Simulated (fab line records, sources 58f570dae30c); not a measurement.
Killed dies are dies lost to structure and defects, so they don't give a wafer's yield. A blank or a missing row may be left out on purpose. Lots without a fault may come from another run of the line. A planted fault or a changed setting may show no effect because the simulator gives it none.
Split-lot experiment | flow berkeley_cmos170 | 5 lots, 23 wafers read, on a route of 331 steps

THE SPLIT
At UCB170_PWELL_OXIDATION_02 (target thk 26.4 nm, ox time 1260 s), the setting ox_time_s was moved away from the recipe's 1260 s on 15 of the 23 wafers read, by -6.3% to +14.0%. The other wafers ran this setting at the recipe's value.

The file shows no step between the split and the reading.

THE READING
PWELL_OXIDE_THK, in nm, at UCB170_PWELL_THK_MEAS_03. Fault-free wafers of this fab line usually give 26.2 nm, standard deviation 0.31 nm.

wafer  | tool, chamber at the split | ox_time_s as run, s | against the recipe | PWELL_OXIDE_THK, nm | against lot-mates on the recipe
L077.1 | -, -                       | 1333                | +5.8%              | 27.2                | no lot-mate on the recipe
L077.3 | -, -                       | 1333                | +5.8%              | 27.0                | no lot-mate on the recipe
L077.4 | -, -                       | 1333                | +5.8%              | 26.8                | no lot-mate on the recipe
L077.5 | -, -                       | 1333                | +5.8%              | 27.2                | no lot-mate on the recipe
L077.6 | -, -                       | 1333                | +5.8%              | 27.1                | no lot-mate on the recipe
L078.1 | -, -                       | 1436                | +14.0%             | 27.8                | no lot-mate on the recipe
L078.3 | -, -                       | 1436                | +14.0%             | 27.9                | no lot-mate on the recipe
L078.4 | -, -                       | 1436                | +14.0%             | 28.0                | no lot-mate on the recipe
L078.5 | -, -                       | 1436                | +14.0%             | 27.5                | no lot-mate on the recipe
L078.6 | -, -                       | 1436                | +14.0%             | 27.7                | no lot-mate on the recipe
L079.1 | -, -                       | 1260                | recipe             | 25.8                | -
L079.2 | -, -                       | 1260                | recipe             | 25.7                | -
L079.3 | -, -                       | 1260                | recipe             | 26.1                | -
L079.4 | -, -                       | 1260                | recipe             | 26.0                | -
L079.5 | -, -                       | 1260                | recipe             | 26.2                | -
L081.1 | furnace-04, 0              | 1260                | recipe             | 26.6                | -
L081.3 | furnace-04, 0              | 1260                | recipe             | 26.4                | -
L081.6 | furnace-04, 0              | 1260                | recipe             | 26.5                | -
L083.1 | -, -                       | 1181                | -6.3%              | 25.7                | no lot-mate on the recipe
L083.3 | -, -                       | 1181                | -6.3%              | 25.7                | no lot-mate on the recipe
L083.4 | -, -                       | 1181                | -6.3%              | 25.6                | no lot-mate on the recipe
L083.5 | -, -                       | 1181                | -6.3%              | 25.9                | no lot-mate on the recipe
L083.6 | -, -                       | 1181                | -6.3%              | 25.7                | no lot-mate on the recipe

THE FIT
A straight line over all 23 wafers: PWELL_OXIDE_THK changes by +0.107 nm for each +1% of ox_time_s; r = +0.95; the points scatter about the line by 0.25 nm.
Too few moved wafers have a lot-mate on the recipe to fit a line with each lot's own level taken away.

THE WHOLE CHAIN: every reading that the file lists as answering this split, in the file's order
step                      | what it does                       | reading                                                                            | change (the file's fit)               | r (the file's)
UCB170_PWELL_OXIDATION_02 | target thk 26.4 nm, ox time 1260 s | SiO2_of_PWELL_OXIDATION_02.thk_nm (the simulator's own value, which no gauge read) | +0.107 nm for each +1% of the setting | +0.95
UCB170_PWELL_THK_MEAS_03  |                                    | PWELL_OXIDE_THK                                                                    | +0.108 for each +1% of the setting    | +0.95

THE FILE'S OWN FIT
PWELL_OXIDE_THK changes by +0.108 nm for each +1% of ox_time_s, r = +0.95.
